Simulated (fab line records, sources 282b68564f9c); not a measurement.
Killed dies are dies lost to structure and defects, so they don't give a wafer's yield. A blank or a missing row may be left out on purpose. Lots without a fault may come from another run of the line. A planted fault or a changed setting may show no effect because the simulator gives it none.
Which tool did it? | flow rit_cmos | 8 lots, 24 wafers sampled, at 1 step of a route of 202

WHAT THE GAUGES READ, wafer by wafer
RIT_ACTIVE_THK_MEAS_02.
lot  | measured    | on            | ACTIVE_OXIDE_THK (nm)
L659 | day 1 12:04 | film_metro-04 | 47.1 45.5 45.7
L660 | day 1 17:05 | film_metro-02 | 48.1 48.3 48.7
L661 | day 1 22:35 | film_metro-04 | 46.9 46.6 47.2
L662 | day 2 03:03 | film_metro-02 | 48.3 47.8 47.6
L670 | day 3 19:05 | film_metro-04 | 49.5 50.5 50.2
L677 | day 5 06:03 | film_metro-02 | 47.7 48.4 48.4
L678 | day 5 11:03 | film_metro-02 | 47.6 47.1 46.9
L682 | day 6 07:04 | film_metro-02 | 48.3 48.2 47.4

WHICH TOOL RAN EACH LOT (tool, then ch and the chambers of the sampled wafers, then the start)
The record holds no process step before these readings.

THE ANSWER, worked out from the rows above alone
Rule: what is usual is taken from the lots themselves. Put in order of their means at a reading, lots are off if they are a third of the lots or fewer, leave a main group of 4 or more, and stand apart from it by a gap of 3 or more times the standard deviation of the main group's means; of several such gaps the widest counts. A main group whose means are all the same, to the digits that the tables above print for the reading, isn't used. A lot without any number at a reading at which 4 lots or more have one is off too. The other lots that the step has rows for count as sound.
No lot is off at any reading shown: from this, nothing can be told.

WHAT THE SIMULATOR HAD PUT IN
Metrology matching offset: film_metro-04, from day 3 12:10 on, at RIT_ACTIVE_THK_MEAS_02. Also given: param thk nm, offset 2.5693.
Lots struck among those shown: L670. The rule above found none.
